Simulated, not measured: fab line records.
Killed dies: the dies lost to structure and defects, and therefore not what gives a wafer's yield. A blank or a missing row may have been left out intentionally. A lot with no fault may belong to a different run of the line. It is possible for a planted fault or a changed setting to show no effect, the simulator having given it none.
Check for tools in common + flow rit_cmos + 14 lots, 42 wafers sampled

## REASON FOR OPENING
Of 14 lots, 2 have the reading PWELL_TW flagged at RIT_PWELL_TW_MEAS_10. No-fault wafers: 951, standard deviation 5.2.
Rule: a lot is flagged in two cases, either no wafer of it has a number, or all its wafers with numbers fall more than 4 standard deviations from that mean. The rest of the lots are taken to be sound.

| lot  | measured    | on            | PWELL_TW, wafer by wafer | flag    |
|------|-------------|---------------|--------------------------|---------|
| L959 | day 2 00:08 | film_metro-01 | 952 951 952              |         |
| L960 | day 2 05:07 | film_metro-02 | 959 950 953              |         |
| L961 | day 2 10:22 | film_metro-01 | 953 954 956              |         |
| L962 | day 2 16:42 | film_metro-01 | 956 952 953              |         |
| L965 | day 3 07:05 | film_metro-04 | 938 945 943              |         |
| L966 | day 3 11:54 | film_metro-04 | 937 946 943              |         |
| L968 | day 3 21:32 | film_metro-01 | 956 953 956              |         |
| L969 | day 4 03:04 | film_metro-02 | 2195 2189 2193           | FLAGGED |
| L970 | day 4 07:50 | film_metro-04 | 2184 2180 2176           | FLAGGED |
| L974 | day 5 03:53 | film_metro-01 | 951 948 949              |         |
| L979 | day 6 05:38 | film_metro-01 | 953 952 946              |         |
| L980 | day 6 08:37 | film_metro-04 | 960 955 952              |         |
| L981 | day 6 14:33 | film_metro-04 | 958 960 956              |         |
| L982 | day 6 19:34 | film_metro-04 | 960 955 956              |         |
On average the flagged lots read 2186, which is +1235 against the usual, or +99 or more standard deviations.

## WHICH TOOL EACH LOT WENT THROUGH
The record holds 1 process step before the reading, out of a route of 202 steps. Every cell lists first the tool, next ch and the chambers used by the sampled wafers, and last the start.
| lot  | flag    | RIT_NWELL_COAT_01                |
|------|---------|----------------------------------|
| L959 |         | litho_track-03 ch 0, day 1 21:15 |
| L960 |         | litho_track-02 ch 0, day 2 02:04 |
| L961 |         | litho_track-03 ch 0, day 2 07:22 |
| L962 |         | litho_track-04 ch 0, day 2 13:33 |
| L965 |         | litho_track-02 ch 0, day 3 04:05 |
| L966 |         | litho_track-04 ch 0, day 3 09:01 |
| L968 |         | litho_track-03 ch 0, day 3 18:27 |
| L969 | FLAGGED | litho_track-02, day 4 00:04      |
| L970 | FLAGGED | litho_track-03, day 4 04:57      |
| L974 |         | litho_track-04 ch 0, day 5 00:45 |
| L979 |         | litho_track-04 ch 0, day 6 02:34 |
| L980 |         | litho_track-02 ch 0, day 6 05:29 |
| L981 |         | litho_track-02 ch 0, day 6 11:25 |
| L982 |         | litho_track-02 ch 0, day 6 16:33 |
What is done by these steps:
- RIT_NWELL_COAT_01: resist thk 1300 nm.
- RIT_PWELL_TW_MEAS_10

## FLAGGED AGAINST TOTAL, ONE TOOL AT A TIME (gauges that did the reading follow at the end)
| step                 | tool           | lots run | flagged | share of the flagged lots | sound lots run after its first flagged lot |
|----------------------|----------------|----------|---------|---------------------------|--------------------------------------------|
| RIT_NWELL_COAT_01    | litho_track-02 | 6        | 1       | some                      | 3 (L980,L981,L982)                         |
| RIT_NWELL_COAT_01    | litho_track-03 | 4        | 1       | some                      | 0                                          |
| RIT_NWELL_COAT_01    | litho_track-04 | 4        | 0       | none                      | -                                          |
| RIT_PWELL_TW_MEAS_10 | film_metro-01  | 6        | 0       | none                      | -                                          |
| RIT_PWELL_TW_MEAS_10 | film_metro-02  | 2        | 1       | some                      | 0                                          |
| RIT_PWELL_TW_MEAS_10 | film_metro-04  | 6        | 1       | some                      | 3 (L980,L981,L982)                         |

## WHAT THE TABLE ALLOWS
No row of the table ran every flagged lot.

## WHAT WAS PUT IN BY THE SIMULATOR
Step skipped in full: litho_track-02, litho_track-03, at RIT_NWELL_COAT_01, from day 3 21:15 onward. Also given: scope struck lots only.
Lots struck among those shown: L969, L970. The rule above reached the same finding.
